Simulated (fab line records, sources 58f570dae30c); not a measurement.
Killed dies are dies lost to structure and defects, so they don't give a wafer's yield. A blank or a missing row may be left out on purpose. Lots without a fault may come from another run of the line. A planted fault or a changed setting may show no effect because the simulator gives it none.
Which tool did it? | flow berkeley_cmos170 | 14 lots, 42 wafers sampled, at 1 step of a route of 331

WHAT THE GAUGES READ, wafer by wafer
UCB170_PSD_TW_MEAS_10. Usual: PSD_TW 2325, standard deviation 30.
lot  | measured     | on            | PSD_TW         | flag
L834 | day 8 07:23  | film_metro-02 | 2328 2328 2318 |
L835 | day 8 07:40  | film_metro-03 | 2308 2309 2311 |
L838 | day 8 17:26  | film_metro-04 | 2349 2369 2374 |
L836 | day 8 17:41  | film_metro-03 | 2303 2306 2295 |
L837 | day 8 17:55  | film_metro-02 | 2319 2318 2322 |
L846 | day 10 12:37 | film_metro-03 | 2293 2300 2299 |
L841 | day 10 12:47 | film_metro-03 | 2279 2285 2296 |
L842 | day 10 13:10 | film_metro-03 | 2299 2291 2291 |
L845 | day 10 13:25 | film_metro-04 | 2356 2356 2353 |
L848 | day 10 13:27 | film_metro-03 | 2296 2285 2283 |
L851 | day 11 09:40 | film_metro-02 | 2320 2321 2314 |
L850 | day 11 10:07 | film_metro-04 | 2367 2349 2351 |
L852 | day 11 20:11 | film_metro-02 | 2325 2309 2313 |
L855 | day 12 13:52 | film_metro-04 | 2356 2372 2379 |

WHICH TOOL RAN EACH LOT (tool, then ch and the chambers of the sampled wafers, then the start)
The record holds no process step before these readings.

WHAT THE TOOLS THEMSELVES READ (means of the sampled wafers that have a number; where no wafer has one, the mark that the record gives instead)
The record holds no such reading with a usual standard deviation.

THE ANSWER, worked out from the rows above alone
Rule: a lot is off if the mean of its wafers that have a number lies more than 3 standard deviations from the usual mean. A lot without any number at a reading at which 4 lots or more have one is off too. The other lots that the step has rows for count as sound. The gauges are gone through in route order, then the tools' own readings, and for those a lot's mean is taken as printed above. The first step at which some lot is off is used, and at that step the reading that is off furthest; a lot without a number counts as furthest.
No lot is off at any reading shown: from this, nothing can be told.

WHAT THE SIMULATOR HAD PUT IN
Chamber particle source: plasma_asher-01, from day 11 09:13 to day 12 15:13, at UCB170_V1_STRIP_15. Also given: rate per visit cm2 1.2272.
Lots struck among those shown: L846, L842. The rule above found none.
